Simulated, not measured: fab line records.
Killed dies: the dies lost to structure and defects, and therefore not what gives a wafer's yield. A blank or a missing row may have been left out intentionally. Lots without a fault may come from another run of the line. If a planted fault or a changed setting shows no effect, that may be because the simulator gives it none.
What tool caused it? ; flow rit-cmos ; 7 lots with 21 wafers sampled at 2 steps, on a route of 202 steps

WHAT THE GAUGES SHOWED, per wafer
RIT_CONTACT_THK_MEAS_01.
lot;measured;on;CONTACT_TEOS_THK (nm)
L672;day 3 23:16;film-metro-02;398 401 399
L674;day 4 12:02;film-metro-02;397 396 402
L677;day 5 01:44;film-metro-02;403 400 408
L680;day 5 11:22;film-metro-02;394 390 401
L686;day 6 17:04;film-metro-02;405 558 568
L691;day 7 18:09;film-metro-02;398 397 401
L693;day 8 07:59;film-metro-02;397 403 401

WHICH TOOL RAN EACH LOT (tool, then ch and the chambers of the sampled wafers, then the start)
lot;RIT_CONTACT_CVD_00
L672;pecvd-04 ch 0,1,2, day 3 23:13
L674;pecvd-03 ch 0,1,2, day 4 11:59
L677;pecvd-03 ch 0,1,2, day 5 01:40
L680;pecvd-03 ch 1,2, day 5 11:19
L686;pecvd-04 ch 0,2, day 6 17:01
L691;pecvd-03 ch 0,1, day 7 18:06
L693;pecvd-03 ch 1,2, day 8 07:56
- RIT_CONTACT_CVD_00: deposits SiO2 from TEOS, target thk 400 nm, time 61 s.

THE ANSWER, worked out from the rows above alone
Rule: usual is defined by the lots themselves. The widest of any qualifying gaps counts: lots, ordered by their means at a reading, are off when they make up no more than a third of the lots, leave a main group of 4 or more, and stand apart from it by 3 or more times the standard deviation of that group's means. Not used: any main group whose means are identical at the precision the tables above print for the reading. Also off: a lot with no number at a reading for which 4 or more lots have one. All remaining lots with rows at the step are treated as sound.
Off: L686, at RIT_CONTACT_THK_MEAS_01 (CONTACT_TEOS_THK). For the main group the mean is 399 nm and the standard deviation 2.6.
A tool fits if, at a process step before that reading, it ran every lot that is off, and no sound lot after the first of them. Gauges at RIT_CONTACT_THK_MEAS_01: tried the same way as those tools. One fits: RIT_CONTACT_CVD_00 on pecvd-04. Its last sound lot is L672 (day 3 23:13), its first lot that is off L686 (day 6 17:01): a fault that began between those two fits.

WHAT THE SIMULATOR HAD PUT IN
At RIT_CONTACT_CVD_00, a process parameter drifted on pecvd-04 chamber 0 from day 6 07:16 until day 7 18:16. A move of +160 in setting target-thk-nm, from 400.
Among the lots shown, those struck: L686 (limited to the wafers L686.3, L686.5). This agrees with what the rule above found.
